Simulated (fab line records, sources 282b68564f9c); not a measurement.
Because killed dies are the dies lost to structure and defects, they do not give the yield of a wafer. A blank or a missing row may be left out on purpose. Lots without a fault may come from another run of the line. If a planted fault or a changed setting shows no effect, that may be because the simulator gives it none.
fab line records    flow rit_cmos
record: lots: 14  wafers: 42  last_day: 7
route steps=202 shown ACTIVE@12 FOX1@20 NWELL@37 M1@202
lots with no fault: from the same line, run without faults
start_h: the number of hours between the record's first day and the start of the first shown wafer of the lot    wait_h: how many hours have passed since the lot's step before this one    " repeats the value in the row above    L1.1+2: one row covering several wafers at once    - no value, or no start given    * or withheld: withheld    < > ~ a bound
route shown NAME@n: NAME is a module with steps in the file, n the number in the route of the first one    usual: average and standard deviation across the fault-free wafers    same: alike in all rows    chamber/n: place in a boat    sites: per-site readings    _std_site: the values' standard deviation    _edge_site: mean of outer sites minus mean of inner sites    radius_mm: for every site, how far away it sits from the centre of the wafer    mask NAME#n: copy n    behind: the most recent tool/chamber to have shaped the wafer    hold: what put the lot on hold/how long, in hours/how the hold closed    device: which transistor (n, p or np) failed to switch    end of line: tests of these same wafers at the route's end    a step given without rows: its recipe and nothing more    killed: not the wafer's yield, but the dies lost to structure and defects at the first sort    map: the dies of a wafer, with x for killed, . for not killed, _ for no die there
set.NAME: the setting as run; set.NAME@STEP: as run at that earlier step    model.NAME: the simulator's own value behind a step, which no gauge read
one table for each step of the route and one row for each wafer, over a sample of lots
services: the hour from which a tool's chamber was out of use, counted from the record's first day as start_h (under 0 if before that day), plus the number of hours and why
== steps ==
step: RIT_ACTIVE_CD_MEAS_11
recipe: target_cd_nm: 1400
usual: cd_nm: 1399.6/2.4
lot.wafer  tool       chamber  start_h  wait_h  cd_nm
L869.2     cd_sem-02  -        14.74    -       1397.5
L869.3     "          -        "        "       1396.8
L869.6     "          -        "        "       1396.6
L870.3     cd_sem-01  -        19.52    -       1402.0
L870.4     "          -        "        "       1401.2
L870.5     "          -        "        "       1401.0
L871.1     cd_sem-02  -        24.92    -       1401.1
L871.3     "          -        "        "       1399.8
L871.4     "          -        "        "       1401.1
L872.2     cd_sem-01  -        32.62    -       1400.4
L872.3     "          -        "        "       1399.4
L872.4     "          -        "        "       1400.9
L873.1     cd_sem-01  -        40.57    -       1398.7
L873.3     "          -        "        "       1398.0
L873.5     "          -        "        "       1397.9
L874.3     cd_sem-01  -        40.89    -       1402.0
L874.4     "          -        "        "       1400.4
L874.6     "          -        "        "       1402.1
L875.1     cd_sem-01  -        44.56    -       1394.7
L875.2     "          -        "        "       1395.1
L875.3     "          -        "        "       1394.7
L880.3     cd_sem-01  -        69.60    -       1399.1
L880.5     "          -        "        "       1400.1
L880.6     "          -        "        "       1400.7
L881.2     cd_sem-02  -        74.46    -       1398.9
L881.3     "          -        "        "       1397.7
L881.5     "          -        "        "       1399.8
L882.1     cd_sem-01  -        79.91    -       1399.8
L882.2     "          -        "        "       1399.4
L882.6     "          -        "        "       1400.9
L885.1     cd_sem-02  -        94.56    -       1404.6
L885.2     "          -        "        "       1399.6
L885.5     "          -        "        "       1401.4
L887.1     cd_sem-02  -        105.12   -       1405.3
L887.3     "          -        "        "       1405.3
L887.6     "          -        "        "       1403.9
L889.1     cd_sem-01  -        114.56   -       1400.3
L889.3     "          -        "        "       1402.5
L889.6     "          -        "        "       1401.0
L890.1     cd_sem-01  -        119.56   -       1399.2
L890.3     "          -        "        "       1395.1
L890.6     "          -        "        "       1397.8
step: RIT_ACTIVE_CD_MEAS_90
recipe: target_cd_nm: 1400
usual: cd_nm: 1399.7/2.4
lot.wafer  tool       chamber  start_h  wait_h  cd_nm
L869.2     cd_sem-01  -        15.32    0.1     1398.0
L869.3     "          -        "        "       1396.7
L869.6     "          -        "        "       1397.1
L870.3     cd_sem-02  -        20.10    0.1     1402.0
L870.4     "          -        "        "       1401.2
L870.5     "          -        "        "       1401.3
L871.1     cd_sem-02  -        25.50    0.1     1400.4
L871.3     "          -        "        "       1399.9
L871.4     "          -        "        "       1400.7
L872.2     cd_sem-02  -        33.20    0.1     1400.2
L872.3     "          -        "        "       1399.6
L872.4     "          -        "        "       1400.9
L873.1     cd_sem-01  -        41.19    0.1     1398.7
L873.3     "          -        "        "       1397.8
L873.5     "          -        "        "       1397.9
L874.3     cd_sem-02  -        41.47    0.1     1401.7
L874.4     "          -        "        "       1399.9
L874.6     "          -        "        "       1402.3
L875.1     cd_sem-02  -        45.14    0.1     1395.1
L875.2     "          -        "        "       1395.3
L875.3     "          -        "        "       1394.4
L880.3     cd_sem-02  -        70.34    0.1     1399.5
L880.5     "          -        "        "       1400.2
L880.6     "          -        "        "       1400.4
L881.2     cd_sem-01  -        75.04    0.1     1399.0
L881.3     "          -        "        "       1397.7
L881.5     "          -        "        "       1400.3
L882.1     cd_sem-02  -        80.49    0.1     1399.5
L882.2     "          -        "        "       1399.8
L882.6     "          -        "        "       1400.4
L885.1     cd_sem-01  -        95.14    0.1     1404.1
L885.2     "          -        "        "       1399.6
L885.5     "          -        "        "       1401.3
L887.1     cd_sem-02  -        105.69   0.1     1405.3
L887.3     "          -        "        "       1404.8
L887.6     "          -        "        "       1403.7
L889.1     cd_sem-01  -        115.21   0.1     1400.5
L889.3     "          -        "        "       1402.1
L889.6     "          -        "        "       1400.7
L890.1     cd_sem-02  -        120.14   0.1     1399.8
L890.3     "          -        "        "       1394.5
L890.6     "          -        "        "       1398.6
step: RIT_FOX1_OXIDATION_00
recipe: temp_c: 1100  ambient: H2O  target_thk_a: 3507  p_h2o_torr: 720  ox_time_s: 1130
usual: ox_time_s: 1130/0
lot.wafer  tool        chamber  start_h  wait_h  ox_time_s
L869.2     furnace-01  0        16.43    0.6     1130
L869.3     "           0        "        "       1130
L869.6     "           0        "        "       1130
L870.3     furnace-01  0        22.41    1.8     1130
L870.4     "           0        "        "       1130
L870.5     "           0        "        "       1130
L871.1     furnace-01  0        28.35    2.3     1130
L871.3     "           0        "        "       1130
L871.4     "           0        "        "       1130
L872.2     furnace-04  0        34.27    0.6     1130
L872.3     "           0        "        "       1130
L872.4     "           0        "        "       1130
L873.1     furnace-02  0        42.61    0.9     1130
L873.3     "           0        "        "       1130
L873.5     "           0        "        "       1130
L874.3     furnace-02  0        42.61    0.7     1130
L874.4     "           0        "        "       1130
L874.6     "           0        "        "       1130
L875.1     furnace-01  0        49.63    4.0     1130
L875.2     "           0        "        "       1130
L875.3     "           0        "        "       1130
L880.3     furnace-01  0        70.97    0.0     1130
L880.5     "           0        "        "       1130
L880.6     "           0        "        "       1130
L881.2     furnace-04  0        76.96    1.3     1130
L881.3     "           0        "        "       1130
L881.5     "           0        "        "       1130
L882.1     furnace-01  0        81.58    0.6     1356
L882.2     "           0        "        "       1356
L882.6     "           0        "        "       1356
L885.1     furnace-02  0        96.71    1.1     1130
L885.2     "           0        "        "       1130
L885.5     "           0        "        "       1130
L887.1     furnace-01  0        106.30   0.1     1356
L887.3     "           0        "        "       1356
L887.6     "           0        "        "       1356
L889.1     furnace-04  0        116.47   0.7     1130
L889.3     "           0        "        "       1130
L889.6     "           0        "        "       1130
L890.1     furnace-02  0        120.63   0.0     1130
L890.3     "           0        "        "       1130
L890.6     "           0        "        "       1130
step: RIT_FOX1_THK_MEAS_01
recipe: reads: SiO2_of_FOX1_OXIDATION_00
usual: FOX1_OXIDE_THK: 348/6.1
lot.wafer  tool           chamber  start_h  wait_h  FOX1_OXIDE_THK[nm]
L869.2     film_metro-04  -        17.75    0.0     348
L869.3     "              -        "        "       352
L869.6     "              -        "        "       345
L870.3     film_metro-04  -        23.74    0.0     355
L870.4     "              -        "        "       355
L870.5     "              -        "        "       357
L871.1     film_metro-03  -        29.66    0.0     346
L871.3     "              -        "        "       347
L871.4     "              -        "        "       342
L872.2     film_metro-03  -        35.60    0.0     352
L872.3     "              -        "        "       354
L872.4     "              -        "        "       353
L873.1     film_metro-04  -        43.93    0.0     341
L873.3     "              -        "        "       347
L873.5     "              -        "        "       342
L874.3     film_metro-01  -        43.95    0.0     340
L874.4     "              -        "        "       348
L874.6     "              -        "        "       346
L875.1     film_metro-01  -        50.94    0.0     345
L875.2     "              -        "        "       347
L875.3     "              -        "        "       348
L880.3     film_metro-04  -        72.30    0.0     338
L880.5     "              -        "        "       343
L880.6     "              -        "        "       344
L881.2     film_metro-03  -        78.29    0.0     347
L881.3     "              -        "        "       342
L881.5     "              -        "        "       339
L882.1     film_metro-03  -        82.89    0.0     385
L882.2     "              -        "        "       385
L882.6     "              -        "        "       383
L885.1     film_metro-04  -        98.03    0.0     332
L885.2     "              -        "        "       340
L885.5     "              -        "        "       343
L887.1     film_metro-03  -        107.61   0.0     396
L887.3     "              -        "        "       393
L887.6     "              -        "        "       388
L889.1     film_metro-01  -        117.78   0.0     357
L889.3     "              -        "        "       356
L889.6     "              -        "        "       351
L890.1     film_metro-04  -        121.94   0.0     352
L890.3     "              -        "        "       346
L890.6     "              -        "        "       346
step: RIT_NWELL_STRIP_09
recipe: chemistry: O2  time_s: 180  resist: NOVOLAK  platen_temp_c: withheld  power_w: 500  pressure_mtorr: 4000  o2_flow_sccm: 4000
usual: drypump_motor_current_A: 5.9/0.65
lot.wafer  tool             chamber  start_h  wait_h  drypump_motor_current_A  rf_hours_counter_h
L869.2     plasma_asher-03  0        22.68    0.1     6.6                      38
L869.3     "                0        "        "       6.6                      -
L869.6     "                0        "        "       6.6                      -
L870.3     plasma_asher-03  1        27.63    0.1     6.2                      -
L870.4     "                0        "        "       6.6                      -
L870.5     "                1        "        "       6.2                      -
L871.1     plasma_asher-02  0        35.03    0.1     5.3                      38
L871.3     "                1        "        "       5.0                      -
L871.4     "                0        "        "       5.3                      -
L872.2     plasma_asher-02  0        40.88    0.1     5.3                      38
L872.3     "                0        "        "       5.3                      -
L872.4     "                1        "        "       5.0                      -
L873.1     plasma_asher-02  0        48.57    0.1     5.3                      39
L873.3     "                0        "        "       5.3                      -
L873.5     "                1        "        "       5.0                      -
L874.3     plasma_asher-03  0        48.87    0.1     6.6                      -
L874.4     "                1        "        "       6.2                      -
L874.6     "                1        "        "       6.2                      -
L875.1     plasma_asher-02  0        55.58    0.1     5.3                      40
L875.2     "                1        "        "       5.0                      40
L875.3     "                1        "        "       5.0                      -
L880.3     plasma_asher-02  1        76.18    0.1     5.0                      -
L880.5     "                1        "        "       5.0                      -
L880.6     "                0        "        "       5.3                      -
L881.2     plasma_asher-01  0        82.03    0.1     6.3                      44
L881.3     "                0        "        "       6.3                      -
L881.5     "                1        "        "       6.4                      -
L882.1     plasma_asher-03  1        86.64    0.1     6.2                      44
L882.2     "                0        "        "       6.6                      44
L882.6     "                0        "        "       6.6                      -
L885.1     plasma_asher-01  1        101.84   0.1     6.3                      46
L885.2     "                0        "        "       6.3                      46
L885.5     "                0        "        "       6.3                      -
L887.1     plasma_asher-02  1        112.36   0.1     5.0                      47
L887.3     "                0        "        "       5.3                      -
L887.6     "                0        "        "       5.3                      -
L889.1     plasma_asher-02  1        121.69   0.1     4.9                      48
L889.3     "                0        "        "       5.3                      -
L889.6     "                0        "        "       5.3                      -
L890.1     plasma_asher-03  1        125.69   0.1     6.2                      48
L890.3     "                0        "        "       6.6                      -
L890.6     "                0        "        "       6.6                      -
step: RIT_M1_PROBE_99
usual: killed_at_M0_to_M3: 0.0/0.14  killed_at_contacts: 0.1/0.29  killed_at_front_end: 7/3  killed_dies: 8/3  killed_on_rim: 2.0/1.5  killed_open: 3.7/2  killed_short: 3.8/2.1
same: gross_dies: 264  killed_at_M4_up: 0  killed_at_back_side: 0  killed_at_other: 0
lot.wafer  tool       chamber  start_h  wait_h  killed_at_M0_to_M3  killed_at_contacts  killed_at_front_end  killed_dies  killed_on_rim  killed_open  killed_short
L869.2     prober-01  -        64.50    0.1     0                   0                   8                    8            3              3            5
L869.3     prober-01  -        64.55    0.2     0                   0                   9                    9            3              4            5
L869.6     prober-01  -        64.70    0.2     0                   0                   7                    7            1              4            3
L870.3     prober-02  -        70.32    0.2     0                   1                   3                    4            0              2            2
L870.4     prober-02  -        70.37    0.2     0                   1                   8                    9            2              6            3
L870.5     prober-02  -        70.42    0.2     0                   0                   6                    6            3              5            1
L871.1     prober-01  -        77.08    0.1     0                   1                   6                    7            0              2            5
L871.3     prober-01  -        77.18    0.2     0                   0                   2                    2            0              0            2
L871.4     prober-01  -        77.23    0.2     0                   0                   9                    9            2              6            3
L872.2     prober-02  -        81.50    0.1     0                   0                   4                    4            1              2            2
L872.3     prober-02  -        81.55    0.2     0                   0                   4                    4            1              1            3
L872.4     prober-02  -        81.60    0.2     0                   0                   10                   10           5              5            5
L873.1     prober-01  -        86.13    0.1     0                   0                   6                    6            0              2            4
L873.3     prober-01  -        86.23    0.2     1                   0                   2                    3            0              1            2
L873.5     prober-01  -        86.33    0.2     0                   0                   8                    8            3              6            2
L874.3     prober-02  -        88.29    0.2     0                   0                   9                    9            4              4            5
L874.4     prober-02  -        88.34    0.2     0                   0                   8                    8            1              7            1
L874.6     prober-02  -        88.44    0.2     0                   0                   13                   13           4              6            7
L875.1     prober-01  -        91.85    0.1     0                   1                   5                    6            0              5            1
L875.2     prober-01  -        91.90    0.1     0                   0                   3                    3            1              3            0
L875.3     prober-01  -        91.95    0.2     0                   0                   6                    6            1              4            2
L880.3     prober-02  -        113.89   0.2     0                   0                   7                    7            2              3            4
L880.5     prober-02  -        113.99   0.2     0                   0                   11                   11           3              8            3
L880.6     prober-02  -        114.04   0.2     0                   0                   5                    5            1              3            2
L881.2     prober-01  -        118.30   0.1     0                   0                   9                    9            1              4            5
L881.3     prober-01  -        118.35   0.2     0                   0                   6                    6            1              3            3
L881.5     prober-01  -        118.45   0.2     0                   0                   14                   14           4              5            9
L882.1     prober-02  -        123.43   0.1     0                   0                   5                    5            1              1            4
L882.2     prober-02  -        123.48   0.1     0                   0                   9                    9            2              6            3
L882.6     prober-02  -        123.68   0.2     0                   2                   8                    10           5              5            5
L885.1     prober-01  -        138.67   0.1     0                   0                   12                   12           5              5            7
L885.2     prober-01  -        138.72   0.1     0                   0                   7                    7            3              4            3
L885.5     prober-01  -        138.87   0.2     0                   0                   11                   11           4              8            3
L887.1     prober-01  -        148.17   0.1     0                   0                   14                   14           2              8            6
L887.3     prober-01  -        148.27   0.2     0                   0                   8                    8            5              5            3
L887.6     prober-01  -        148.42   0.2     0                   1                   4                    5            0              3            2
L889.1     prober-01  -        157.50   0.1     0                   0                   8                    8            2              7            1
L889.3     prober-01  -        157.60   0.2     0                   0                   6                    6            0              2            4
L889.6     prober-01  -        157.75   0.2     0                   0                   11                   11           4              3            8
L890.1     prober-02  -        160.98   0.1     0                   0                   5                    5            1              3            1
L890.3     prober-02  -        161.08   0.2     0                   0                   3                    3            0              2            1
L890.6     prober-02  -        161.23   0.2     0                   0                   5                    5            3              1            3
killed by level:class
L869.2 REOX:geometric_particle:short=3 REOX:geometric_particle:open=2 FOX1:geometric_particle:short=1 GATE:geometric_particle:open=1 GATE:geometric_particle:short=1
L869.3 FOX1:geometric_particle:short=2 FOX1:geometric_particle:open=1 GATE:geometric_particle:open=1 GATE:geometric_particle:short=1 REOX:geometric_particle:open=1 SPACER:geometric_particle:short=1 SILICIDE:geometric_particle:open=1 SILICIDE:geometric_particle:short=1
L869.6 GATE:geometric_particle:open=3 FOX1:geometric_particle:short=2 FOX1:geometric_particle:open=1 GATE:geometric_particle:short=1
L870.3 FOX1:geometric_particle:open=1 SPACER:geometric_particle:short=1 SILICIDE:geometric_particle:open=1 CONTACT:geometric_particle:short=1
L870.4 SPACER:geometric_particle:open=3 GATE:geometric_particle:short=2 FOX1:geometric_particle:open=1 FOX2:geometric_particle:open=1 SPACER:geometric_particle:short=1 CONTACT:geometric_particle:open=1
L870.5 FOX1:geometric_particle:open=2 SPACER:geometric_particle:open=2 FOX2:geometric_particle:open=1 SILICIDE:geometric_particle:short=1
L871.1 SPACER:geometric_particle:short=2 FOX2:geometric_particle:open=1 GATE:geometric_particle:short=1 REOX:geometric_particle:short=1 SPACER:geometric_particle:open=1 CONTACT:geometric_particle:short=1
L871.3 GATE:geometric_particle:short=1 REOX:geometric_particle:short=1
L871.4 FOX1:geometric_particle:open=2 FOX1:geometric_particle:short=2 GATE:geometric_particle:open=2 REOX:geometric_particle:open=2 SPACER:geometric_particle:short=1
L872.2 SILICIDE:geometric_particle:open=2 SILICIDE:geometric_particle:short=2
L872.3 GATE:geometric_particle:short=2 GATE:geometric_particle:open=1 SILICIDE:geometric_particle:short=1
L872.4 FOX1:geometric_particle:open=4 REOX:geometric_particle:short=3 FOX1:geometric_particle:short=2 GATE:geometric_particle:open=1
L873.1 SILICIDE:geometric_particle:short=2 FOX1:geometric_particle:short=1 GATE:geometric_particle:open=1 REOX:geometric_particle:open=1 SPACER:geometric_particle:short=1
L873.3 FOX1:geometric_particle:open=1 SPACER:geometric_particle:short=1 M1:geometric_particle:short=1
L873.5 FOX2:geometric_particle:open=2 GATE:geometric_particle:open=2 SPACER:geometric_particle:open=2 FOX1:geometric_particle:short=1 SPACER:geometric_particle:short=1
L874.3 GATE:geometric_particle:short=3 FOX1:geometric_particle:open=2 FOX1:geometric_particle:short=1 FOX2:geometric_particle:open=1 SILICIDE:geometric_particle:open=1 SILICIDE:geometric_particle:short=1
L874.4 GATE:geometric_particle:open=3 REOX:geometric_particle:open=2 FOX1:geometric_particle:open=1 SILICIDE:geometric_particle:open=1 SILICIDE:geometric_particle:short=1
L874.6 FOX1:geometric_particle:short=3 SILICIDE:geometric_particle:open=3 ACTIVE:geometric_particle:short=2 FOX1:geometric_particle:open=1 FOX2:geometric_particle:open=1 FOX2:geometric_particle:short=1 GATE:geometric_particle:short=1 GATE:geometric_particle:open=1
L875.1 REOX:geometric_particle:open=2 FOX1:geometric_particle:open=1 FOX2:geometric_particle:open=1 SILICIDE:geometric_particle:short=1 CONTACT:geometric_particle:open=1
L875.2 FOX2:geometric_particle:open=1 GATE:geometric_particle:open=1 SPACER:geometric_particle:open=1
L875.3 FOX2:geometric_particle:open=3 FOX1:geometric_particle:short=1 GATE:geometric_particle:open=1 REOX:geometric_particle:short=1
L880.3 GATE:geometric_particle:short=2 GATE:geometric_particle:open=2 FOX2:geometric_particle:short=1 SPACER:geometric_particle:open=1 SILICIDE:geometric_particle:short=1
L880.5 SILICIDE:geometric_particle:open=3 FOX1:geometric_particle:open=2 FOX2:geometric_particle:open=1 FOX2:geometric_particle:short=1 REOX:geometric_particle:short=1 REOX:geometric_particle:open=1 SPACER:geometric_particle:open=1 SILICIDE:geometric_particle:short=1
L880.6 FOX1:geometric_particle:short=2 REOX:geometric_particle:open=2 SILICIDE:geometric_particle:open=1
L881.2 FOX2:geometric_particle:open=2 SPACER:geometric_particle:short=2 FOX1:geometric_particle:short=1 GATE:geometric_particle:open=1 GATE:geometric_particle:short=1 REOX:geometric_particle:short=1 SPACER:geometric_particle:open=1
L881.3 FOX1:geometric_particle:short=1 GATE:geometric_particle:open=1 REOX:geometric_particle:short=1 REOX:geometric_particle:open=1 SPACER:geometric_particle:short=1 SILICIDE:geometric_particle:open=1
L881.5 GATE:geometric_particle:short=4 REOX:geometric_particle:open=3 REOX:geometric_particle:short=2 SPACER:geometric_particle:open=2 SILICIDE:geometric_particle:short=2 FOX2:geometric_particle:short=1
L882.1 FOX2:geometric_particle:short=2 FOX1:geometric_particle:short=1 GATE:geometric_particle:open=1 SPACER:geometric_particle:short=1
L882.2 REOX:geometric_particle:open=3 SILICIDE:geometric_particle:open=2 GATE:geometric_particle:open=1 GATE:geometric_particle:short=1 REOX:geometric_particle:short=1 SILICIDE:geometric_particle:short=1
L882.6 REOX:geometric_particle:short=3 CONTACT:geometric_particle:open=2 GATE:geometric_particle:open=1 GATE:geometric_particle:short=1 REOX:geometric_particle:open=1 SILICIDE:geometric_particle:short=1 SILICIDE:geometric_particle:open=1
L885.1 GATE:geometric_particle:open=5 SPACER:geometric_particle:short=3 GATE:geometric_particle:short=2 REOX:geometric_particle:short=1 SILICIDE:geometric_particle:short=1
L885.2 GATE:geometric_particle:open=2 GATE:geometric_particle:short=2 FOX2:geometric_particle:open=1 REOX:geometric_particle:short=1 SILICIDE:geometric_particle:open=1
L885.5 GATE:geometric_particle:open=4 REOX:geometric_particle:short=2 FOX1:geometric_particle:open=1 REOX:geometric_particle:open=1 SPACER:geometric_particle:open=1 SPACER:geometric_particle:short=1 SILICIDE:geometric_particle:open=1
L887.1 GATE:geometric_particle:short=3 SPACER:geometric_particle:open=3 SILICIDE:geometric_particle:open=3 REOX:geometric_particle:short=2 FOX1:geometric_particle:open=1 REOX:geometric_particle:open=1 SPACER:geometric_particle:short=1
L887.3 GATE:geometric_particle:short=2 SPACER:geometric_particle:open=2 FOX2:geometric_particle:open=1 GATE:geometric_particle:open=1 REOX:geometric_particle:short=1 SILICIDE:geometric_particle:open=1
L887.6 CONTACT:geometric_particle:open=1 GATE:geometric_particle:open=1 GATE:geometric_particle:short=1 REOX:geometric_particle:short=1 SPACER:geometric_particle:open=1
L889.1 SPACER:geometric_particle:open=3 GATE:geometric_particle:open=2 ACTIVE:geometric_particle:open=1 GATE:geometric_particle:short=1 REOX:geometric_particle:open=1
L889.3 REOX:geometric_particle:short=2 GATE:geometric_particle:short=1 GATE:geometric_particle:open=1 SPACER:geometric_particle:open=1 SILICIDE:geometric_particle:short=1
L889.6 GATE:geometric_particle:short=3 REOX:geometric_particle:short=2 SPACER:geometric_particle:short=2 FOX1:geometric_particle:short=1 GATE:geometric_particle:open=1 REOX:geometric_particle:open=1 SILICIDE:geometric_particle:open=1
L890.1 GATE:geometric_particle:open=2 GATE:geometric_particle:short=1 REOX:geometric_particle:open=1 NWELL:coat_microbubble_printed=1
L890.3 FOX1:geometric_particle:open=2 GATE:geometric_particle:short=1
L890.6 FOX2:geometric_particle:short=2 GATE:geometric_particle:open=1 SILICIDE:geometric_particle:short=1 NWELL:coat_microbubble_printed=1
== services ==
tool             chamber  start_h  hours  kind
furnace-04       -        18.27    11.7   repair
furnace-02       -        25.12    3.0    pm
furnace-01       -        32.21    3.5    pm
furnace-01       -        35.69    2.8    pm
furnace-02       -        39.51    3.1    pm
furnace-04       -        43.49    3.2    pm
furnace-04       -        46.68    3.0    pm
plasma_asher-03  -        53.22    1.4    repair
plasma_asher-01  -        108.75   9.0    pm
plasma_asher-01  0        108.75   9.0    vent_cycle
plasma_asher-01  1        108.75   9.0    vent_cycle
plasma_asher-03  -        116.76   2.8    pm
plasma_asher-01  0        117.75   -      clean
plasma_asher-01  1        117.75   -      clean
== key ==
first_sign: step: RIT_FOX1_OXIDATION_00  reading: ox_time_s  direction: up  sigmas: 99+  usual: *  struck: *
effect: step: RIT_FOX1_THK_MEAS_01  reading: FOX1_OXIDE_THK  direction: up  sigmas: 6.7  usual: 348  struck: 388
met_at RIT_FOX1_OXIDATION_00
struck_lots L882,L887
tester_left_out L882,L887
not_acting_at RIT_ACTIVE_CD_MEAS_11,RIT_ACTIVE_CD_MEAS_90,RIT_NWELL_STRIP_09
onset_between 70.97 81.58
fault: kind: process_parameter_drift  tool: furnace-01  chamber: -  onset_h: 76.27  steps: RIT_FOX1_OXIDATION_00  channel: ox_time_s  offset: *  shape: step  end_h: 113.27  acts_in: *  stated: *
tester_left_out: of these lots the tester's yield and bins aren't shown, on N5 and GAA mostly nor the transistor test; their killed dies are dies lost to structure and defects alone, not to doping, threshold or leakage, so they don't give the yield
